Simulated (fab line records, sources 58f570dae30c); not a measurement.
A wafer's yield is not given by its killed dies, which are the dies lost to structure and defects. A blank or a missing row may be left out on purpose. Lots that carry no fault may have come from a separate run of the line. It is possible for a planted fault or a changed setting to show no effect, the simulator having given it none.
fab line records + flow berkeleyCmos170
record
- lots=6
- wafers=18
- lastDay=12
route steps=331 shown ZERO@6 NWELL@14
lots that met no fault: from a run of the same line without faults
startH: the number of hours between the record's first day and the start of the first shown wafer of the lot + waitH: time in hours since the lot's previous step + " as in the row above + L1.1+2: several wafers, shown together as one row + - no value, or no start was given + * or withheld: withheld + < > ~ a bound
route shown NAME@n: NAME is a module with steps in the file, n the number in the route of the first one + usual: mean/standard deviation taken from wafers without a fault + same: alike in all rows + chamber/n: place in a boat + sites: the reading at each site + _std_site: the standard deviation of these + _edge_site: inner sites' mean taken away from outer sites' mean + radiusMm: how far each site lies from the wafer's centre + mask NAME#n: copy n + behind: the last tool/chamber to shape the wafer + hold: what put the lot on hold/how long, in hours/how the hold closed + device: transistor that didn't switch, given as n, p or np + end of line: the same wafers' tests at the end of the route + a step without rows: its recipe alone + killed: count of dies lost to structure and defects at first sort (not the wafer's yield) + map: a wafer's dies, marking killed ones x, the rest . and places with no die _
set.NAME: the setting as run; set.NAME@STEP: as run at that earlier step + model.NAME: the simulator's own value behind a step, which no gauge read
certain route steps with their lots: each step a table, each wafer a row
services: when a tool's chamber went out of use (startH, in hours from the record's first day, below 0 if earlier), for how many hours, and the reason
## steps
# step UCB170_ZERO_HMDS_00
# recipe
- primeTimeS=60
- primeTempC=100
# step UCB170_ZERO_COAT_01
# recipe
- resist=KrF
- spinRpm=1500
- resistThkNm=900
# step UCB170_ZERO_SOFTBAKE_02
# recipe
- resist=KrF
- tempC=130
- timeS=60
# step UCB170_ZERO_EXPOSE_03
# recipe
- maskId=PM_MARKS
- na=0.5
- sigmaOuter=0.6
- sourceShape=conventional
- targetCdNm=4000
- doseMj=30
# step UCB170_ZERO_PEB_04
# recipe
- pebTempC=130
- pebTimeS=withheld
- resist=KrF
# step UCB170_ZERO_DEVELOP_05
# recipe
- developer=TMAH
- developTimeS=45
- resist=KrF
- devTempC=21
# step UCB170_ZERO_ETCH_06
# recipe
- chemistry=CHF3/CF4/Ar
- target=SiO2
- timeS=12
- pressureMtorr=100
- rfW=500
- CHF3_flow_sccm=50
- cf4FlowSccm=10
- Ar_flow_sccm=120
- overEtchFrac=1.58
# usual
- drypumpMotorCurrentA=5.8/0.33
- oesProductAu=0.616/0.0054
- throttleValvePct=9.28/0.14
| lot.wafer | tool       | chamber | startH | waitH | drypumpMotorCurrentA | oesProductAu | rfHoursCounterH | throttleValvePct |
|-----------|------------|---------|--------|-------|----------------------|--------------|-----------------|------------------|
| L464.3    | rieDiel-01 | 3       | 20.60  | -     | 5.1                  | 0.616        | 172             | 9.23             |
| L464.4    | "          | 0       | "      | "     | 5.7                  | 0.607        | 110             | 9.32             |
| L464.5    | "          | 0       | "      | "     | 5.8                  | 0.617        | -               | 9.31             |
| L468.1    | rieDiel-04 | 0       | 38.97  | -     | 5.9                  | 0.614        | 39              | 9.41             |
| L468.2    | "          | 3       | "      | "     | 6.4                  | 0.620        | 45              | 9.43             |
| L468.5    | "          | 2       | "      | "     | 6.0                  | 0.615        | -               | 9.52             |
| L469.3    | rieDiel-03 | 0       | 44.56  | -     | 6.2                  | 0.629        | 150             | 9.22             |
| L469.4    | "          | 1       | "      | "     | 5.6                  | 0.617        | 67              | 9.36             |
| L469.5    | "          | 1       | "      | "     | 5.6                  | 0.620        | -               | 9.36             |
| L481.1    | rieDiel-01 | 1       | 108.15 | -     | 5.5                  | 0.609        | 6               | 9.03             |
| L481.4    | "          | 0       | "      | "     | 5.7                  | 0.616        | 114             | 9.32             |
| L481.6    | "          | 3       | "      | "     | 5.2                  | 0.608        | -               | 9.23             |
| L483.1    | rieDiel-03 | 0       | 114.60 | -     | 6.2                  | 0.616        | 154             | 9.22             |
| L483.3    | "          | 3       | "      | "     | 5.4                  | 0.611        | 12              | 9.09             |
| L483.5    | "          | 3       | "      | "     | 5.4                  | 0.609        | -               | 9.11             |
| L486.3    | rieDiel-01 | 0       | 133.97 | -     | 5.7                  | 0.614        | 116             | 9.33             |
| L486.4    | "          | 1       | "      | "     | 5.5                  | 0.609        | 8               | 9.01             |
| L486.6    | "          | 1       | "      | "     | 5.5                  | 0.612        | -               | 9.01             |
# step UCB170_ZERO_STRIP_07
# recipe
- chemistry=O2
- powerW=400
- pressureMtorr=3500
- platenTempC=withheld
- o2FlowSccm=400
- overashFraction=0.5
# usual
- drypumpMotorCurrentA=5.7/0.46
- oesProductAu=0.727/0.0048
- stripTimeToEndpointS=21.51/0.072
| lot.wafer | tool           | chamber | startH | waitH | drypumpMotorCurrentA | oesProductAu | rfHoursCounterH | stripTimeToEndpointS |
|-----------|----------------|---------|--------|-------|----------------------|--------------|-----------------|----------------------|
| L464.3    | plasmaAsher-03 | 1       | 20.66  | 0.0   | 5.3                  | 0.733        | -               | 21.60                |
| L464.4    | "              | 0       | "      | "     | 5.2                  | 0.724        | -               | 21.61                |
| L464.5    | "              | 0       | "      | "     | 5.2                  | 0.722        | -               | 21.50                |
| L468.1    | plasmaAsher-03 | 0       | 39.00  | 0.0   | 5.2                  | 0.730        | 33              | 21.64                |
| L468.2    | "              | 1       | "      | "     | 5.3                  | 0.725        | 33              | 21.65                |
| L468.5    | "              | 1       | "      | "     | 5.3                  | 0.724        | -               | 21.57                |
| L469.3    | plasmaAsher-03 | 1       | 44.62  | 0.0   | 5.3                  | 0.734        | -               | 21.59                |
| L469.4    | "              | 0       | "      | "     | 5.2                  | 0.730        | -               | 21.54                |
| L469.5    | "              | 0       | "      | "     | 5.2                  | 0.724        | -               | 21.60                |
| L481.1    | plasmaAsher-04 | 1       | 108.17 | 0.0   | 5.6                  | 0.734        | 38              | 21.50                |
| L481.4    | "              | 1       | "      | "     | 5.6                  | 0.731        | -               | 21.51                |
| L481.6    | "              | 1       | "      | "     | 5.7                  | 0.725        | -               | 21.51                |
| L483.1    | plasmaAsher-01 | 0       | 114.62 | 0.0   | 6.1                  | 0.729        | 37              | 21.55                |
| L483.3    | "              | 0       | "      | "     | 6.1                  | 0.738        | -               | 21.48                |
| L483.5    | "              | 1       | "      | "     | 6.4                  | 0.733        | -               | 21.55                |
| L486.3    | plasmaAsher-03 | 0       | 134.03 | 0.0   | 5.2                  | 0.719        | -               | 21.41                |
| L486.4    | "              | 1       | "      | "     | 5.3                  | 0.725        | -               | 21.42                |
| L486.6    | "              | 1       | "      | "     | 5.3                  | 0.732        | -               | 21.45                |
# step UCB170_NWELL_WET_ETCH_00
# recipe
- chemistry=dHF
- dilution=25:1
- target=SiO2
- tempC=25
- timeS=200
# step UCB170_NWELL_OXIDATION_01
# recipe
- tempC=1000
- ambient=O2
- targetThkA=264
- oxTimeS=1260
# step UCB170_NWELL_THK_MEAS_02
# recipe
- reads=SiO2_of_NWELL_OXIDATION_01
# usual
- NWELL_OXIDE_THK=26.5/0.43
| lot.wafer | tool         | chamber | startH | waitH | NWELL_OXIDE_THK[nm] |
|-----------|--------------|---------|--------|-------|---------------------|
| L464.3    | filmMetro-03 | -       | 27.76  | 0.0   | 26.0                |
| L464.4    | "            | -       | "      | "     | 26.1                |
| L464.5    | "            | -       | "      | "     | 26.4                |
| L468.1    | filmMetro-03 | -       | 42.34  | 0.0   | 26.4                |
| L468.2    | "            | -       | "      | "     | 26.6                |
| L468.5    | "            | -       | "      | "     | 26.3                |
| L469.3    | filmMetro-03 | -       | 49.89  | 0.0   | 26.6                |
| L469.4    | "            | -       | "      | "     | 26.9                |
| L469.5    | "            | -       | "      | "     | 26.9                |
| L481.1    | filmMetro-01 | -       | 111.81 | 0.0   | 26.4                |
| L481.4    | "            | -       | "      | "     | 26.9                |
| L481.6    | "            | -       | "      | "     | 26.5                |
| L483.1    | filmMetro-03 | -       | 118.61 | 0.0   | 27.1                |
| L483.3    | "            | -       | "      | "     | 27.2                |
| L483.5    | "            | -       | "      | "     | 26.4                |
| L486.3    | filmMetro-03 | -       | 138.17 | 0.0   | 25.7                |
| L486.4    | "            | -       | "      | "     | 25.7                |
| L486.6    | "            | -       | "      | "     | 25.2                |
# step UCB170_NWELL_ANNEAL_03
# recipe
- tempC=1000
- timeS=900
- ambient=N2
# step UCB170_NWELL_CVD_04
# recipe
- material=Si3N4
- targetThkNm=224
- tempC=800
- precursor=SiH2Cl2/NH3
- timeS=3360
- pressureMtorr=200
- sih2cl2FlowSccm=25
- nh3FlowSccm=75
| lot.wafer | tool     | chamber | startH | waitH | model.Si3N4_of_NWELL_CVD_04.thkNm |
|-----------|----------|---------|--------|-------|-----------------------------------|
| L464.3    | lpcvd-02 | 1       | 31.57  | 0.0   | 224.9                             |
| L464.4    | "        | 1       | "      | "     | 223.9                             |
| L464.5    | "        | 1       | "      | "     | 226.2                             |
| L468.1    | lpcvd-02 | 0       | 45.11  | 0.0   | 254                               |
| L468.2    | "        | 0       | "      | "     | 252.2                             |
| L468.5    | "        | 0       | "      | "     | 252.5                             |
| L469.3    | lpcvd-02 | 0       | 52.36  | 0.0   | 250.7                             |
| L469.4    | "        | 0       | "      | "     | 249.8                             |
| L469.5    | "        | 0       | "      | "     | 249.3                             |
| L481.1    | lpcvd-01 | 0       | 113.50 | 0.4   | 218.4                             |
| L481.4    | "        | 0       | "      | "     | 219.6                             |
| L481.6    | "        | 0       | "      | "     | 219.2                             |
| L483.1    | lpcvd-01 | 1       | 123.34 | 1.0   | 227.2                             |
| L483.3    | "        | 1       | "      | "     | 226.3                             |
| L483.5    | "        | 1       | "      | "     | 225                               |
| L486.3    | lpcvd-01 | 0       | 143.06 | 0.7   | 225.3                             |
| L486.4    | "        | 0       | "      | "     | 225.2                             |
| L486.6    | "        | 0       | "      | "     | 225.4                             |
# step UCB170_NWELL_THK_MEAS_05
# recipe
- reads=Si3N4_of_NWELL_CVD_04
# usual
- NWELL_NITRIDE_THK=225.1/2.4
| lot.wafer | tool         | chamber | startH | waitH | NWELL_NITRIDE_THK[nm] |
|-----------|--------------|---------|--------|-------|-----------------------|
| L464.3    | filmMetro-04 | -       | 33.53  | 0.0   | 225.2                 |
| L464.4    | "            | -       | "      | "     | 223.8                 |
| L464.5    | "            | -       | "      | "     | 226.1                 |
| L468.1    | filmMetro-04 | -       | 47.05  | 0.0   | 254.1                 |
| L468.2    | "            | -       | "      | "     | 252.4                 |
| L468.5    | "            | -       | "      | "     | 252.5                 |
| L469.3    | filmMetro-03 | -       | 54.32  | 0.0   | 250.8                 |
| L469.4    | "            | -       | "      | "     | 249.6                 |
| L469.5    | "            | -       | "      | "     | 249.5                 |
| L481.1    | filmMetro-04 | -       | 115.44 | 0.0   | 218.5                 |
| L481.4    | "            | -       | "      | "     | 219.7                 |
| L481.6    | "            | -       | "      | "     | 219.3                 |
| L483.1    | filmMetro-01 | -       | 125.28 | 0.0   | 227.2                 |
| L483.3    | "            | -       | "      | "     | 226.3                 |
| L483.5    | "            | -       | "      | "     | 224.9                 |
| L486.3    | filmMetro-04 | -       | 145.01 | 0.0   | 225.4                 |
| L486.4    | "            | -       | "      | "     | 225.2                 |
| L486.6    | "            | -       | "      | "     | 225.2                 |
# step UCB170_NWELL_HMDS_06
# recipe
- primeTimeS=60
- primeTempC=100
# step UCB170_NWELL_COAT_07
# recipe
- resist=KrF
- spinRpm=1500
- resistThkNm=900
# step UCB170_NWELL_SOFTBAKE_08
# recipe
- resist=KrF
- tempC=130
- timeS=60
# step UCB170_NWELL_EXPOSE_09
# recipe
- maskId=NWELL
- targetCdNm=3000
- na=0.5
- sigmaOuter=0.6
- sourceShape=conventional
- doseMj=25
# step UCB170_NWELL_PEB_10
# recipe
- pebTempC=130
- pebTimeS=withheld
- resist=KrF
# step UCB170_NWELL_DEVELOP_11
# recipe
- developer=TMAH
- developTimeS=45
- resist=KrF
- devTempC=21
# step UCB170_NWELL_OVL_MEAS_12
# usual
- NWELL_OVL=3/6.7
| lot.wafer | tool       | chamber | startH | waitH | NWELL_OVL[nm] |
|-----------|------------|---------|--------|-------|---------------|
| L464.3    | overlay-01 | -       | 34.62  | -     | 1             |
| L464.4    | "          | -       | "      | "     | -3            |
| L464.5    | "          | -       | "      | "     | -5            |
| L468.1    | overlay-01 | -       | 47.95  | -     | 8             |
| L468.2    | "          | -       | "      | "     | 5             |
| L468.5    | "          | -       | "      | "     | -1            |
| L469.3    | overlay-02 | -       | 55.26  | -     | -2            |
| L469.4    | "          | -       | "      | "     | -5            |
| L469.5    | "          | -       | "      | "     | -5            |
| L481.1    | overlay-01 | -       | 117.11 | -     | 3             |
| L481.4    | "          | -       | "      | "     | 6             |
| L481.6    | "          | -       | "      | "     | 7             |
| L483.1    | overlay-02 | -       | 126.18 | -     | -9            |
| L483.3    | "          | -       | "      | "     | -4            |
| L483.5    | "          | -       | "      | "     | -6            |
| L486.3    | overlay-01 | -       | 146.24 | -     | 0             |
| L486.4    | "          | -       | "      | "     | -1            |
| L486.6    | "          | -       | "      | "     | 2             |
# step UCB170_NWELL_ETCH_13
# recipe
- chemistry=CH3F/Ar/O2
- target=Si3N4
- stopOn=SiO2
- CH3F_flow_sccm=20
- Ar_flow_sccm=50
- O2_flow_sccm=7
- pressureMtorr=50
- rfW=450
- targetDepthA=2464
- overEtchFrac=0.1
- timeS=154
# usual
- drypumpMotorCurrentA=5.8/0.43
- oesProductAu=0.939/0.0092
- throttleValvePct=8.02/0.092
| lot.wafer | tool       | chamber | startH | waitH | drypumpMotorCurrentA | oesProductAu | rfHoursCounterH | throttleValvePct | model.etch.depthNm |
|-----------|------------|---------|--------|-------|----------------------|--------------|-----------------|------------------|--------------------|
| L464.3    | rieDiel-01 | 1       | 34.65  | 0.0   | 5.5                  | 0.928        | 2               | 7.85             | 224.9              |
| L464.4    | "          | 0       | "      | "     | 5.7                  | 0.942        | 110             | 8.16             | 223.9              |
| L464.5    | "          | 3       | "      | "     | 5.1                  | 0.941        | -               | 8.03             | 226.2              |
| L468.1    | rieDiel-02 | 1       | 47.98  | 0.0   | 5.2                  | 1.002        | 1               | 8.12             | 248.6              |
| L468.2    | "          | 0       | "      | "     | 6.3                  | 0.985        | 139             | 7.96             | 249.4              |
| L468.5    | "          | 1       | "      | "     | 5.2                  | 1.011        | -               | 8.11             | 249.2              |
| L469.3    | rieDiel-03 | 3       | 55.28  | 0.0   | 5.4                  | 0.984        | 9               | 7.96             | 245.4              |
| L469.4    | "          | 1       | "      | "     | 5.6                  | 0.989        | 67              | 8.18             | 246.6              |
| L469.5    | "          | 3       | "      | "     | 5.4                  | 0.986        | -               | 7.94             | 246.9              |
| L481.1    | rieDiel-01 | 0       | 117.15 | 0.0   | 5.8                  | 0.923        | 115             | 8.16             | 218.4              |
| L481.4    | "          | 1       | "      | "     | 5.4                  | 0.913        | 7               | 7.84             | 219.6              |
| L481.6    | "          | 2       | "      | "     | 6.0                  | 0.936        | -               | 7.98             | 219.2              |
| L483.1    | rieDiel-01 | 0       | 126.21 | 0.0   | 5.7                  | 0.952        | 116             | 8.14             | 227.2              |
| L483.3    | "          | 1       | "      | "     | 5.5                  | 0.931        | 8               | 7.84             | 226.3              |
| L483.5    | "          | 0       | "      | "     | 5.7                  | 0.942        | -               | 8.15             | 225                |
| L486.3    | rieDiel-03 | 3       | 146.26 | 0.0   | 5.4                  | 0.938        | 13              | 7.95             | 225.3              |
| L486.4    | "          | 1       | "      | "     | 5.6                  | 0.943        | 71              | 8.18             | 225.2              |
| L486.6    | "          | 1       | "      | "     | 5.6                  | 0.932        | -               | 8.20             | 225.4              |
# step UCB170_NWELL_IMPLANT_14
# recipe
- species=P
- doseCm2=1e+13
- energyKev=150
- tiltDeg=7
## services
| tool           | chamber | startH | hours | kind          |
|----------------|---------|--------|-------|---------------|
| rieDiel-02     | 1       | -0.97  | -     | clean         |
| rieDiel-02     | 1       | -0.97  | 21.0  | scheduledDown |
| rieDiel-02     | 1       | -0.97  | 21.0  | ventCycle     |
| rieDiel-01     | 3       | 9.32   | 2.5   | repair        |
| rieDiel-04     | 2       | 19.22  | 1.5   | repair        |
| plasmaAsher-04 | -       | 26.93  | 17.9  | pm            |
| rieDiel-01     | 3       | 41.64  | -     | clean         |
| rieDiel-01     | 3       | 41.64  | 16.2  | scheduledDown |
| rieDiel-01     | 3       | 41.64  | 16.2  | ventCycle     |
| rieDiel-03     | 2       | 65.71  | 9.4   | repair        |
| rieDiel-02     | 0       | 72.72  | 9.5   | repair        |
| rieDiel-04     | 2       | 81.85  | 17.5  | repair        |
| rieDiel-04     | -       | 99.52  | 28.1  | pm            |
| rieDiel-02     | 2       | 101.59 | 4.0   | repair        |
| plasmaAsher-03 | -       | 108.75 | 9.0   | pm            |
| plasmaAsher-03 | 0       | 108.75 | 9.0   | ventCycle     |
| plasmaAsher-03 | 1       | 108.75 | 9.0   | ventCycle     |
| lpcvd-02       | -       | 114.78 | 14.6  | pm            |
| plasmaAsher-03 | 0       | 117.75 | -     | clean         |
| plasmaAsher-03 | 1       | 117.75 | -     | clean         |
| rieDiel-03     | 2       | 118.40 | 7.2   | repair        |
| plasmaAsher-03 | -       | 144.91 | 1.1   | repair        |
## key
firstSign
- step=UCB170_NWELL_THK_MEAS_05
- reading=NWELL_NITRIDE_THK
- direction=up
- sigmas=11
- usual=225.1
- struck=251.5
effect
- step=UCB170_NWELL_ETCH_13
- reading=oesProductAu
- direction=up
- sigmas=5.8
- usual=0.939
- struck=0.993
modelEffect
- step=UCB170_NWELL_CVD_04
- value=Si3N4_of_NWELL_CVD_04.thkNm
- without=225.3
- struck=251.4
modelEffect
- step=UCB170_NWELL_ETCH_13
- value=etch.depthNm
- without=225.3
- struck=247.7
metAt UCB170_NWELL_CVD_04
struckWafers L468.1,L468.2,L468.5,L469.3,L469.4,L469.5
laterRowsLeftOut L468.1,L468.2,L468.5,L469.3,L469.5
sortLeftOut L468.1,L468.2,L468.5,L469.3,L469.4,L469.5
testerLeftOut L468,L469
onsetBetween 31.57 45.11
fault
- kind=processParameterDrift
- tool=lpcvd-02
- chamber=-
- onsetH=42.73
- steps=UCB170_NWELL_CVD_04
- channel=timeS
- offset=*
- shape=step
- endH=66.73
- actsIn=*
- stated=*
# testerLeftOut: of these lots the tester's yield and bins aren't shown, on N5 and GAA mostly nor the transistor test; their killed dies are dies lost to structure and defects alone, not to doping, threshold or leakage, so they don't give the yield
# sortLeftOut: the simulated sort isn't trusted on such a fault, so these wafers' sort isn't shown, and their yield isn't known
# laterRowsLeftOut: the simulator's readings of these wafers behind a module that went badly wrong aren't trusted and aren't shown, but for the sort
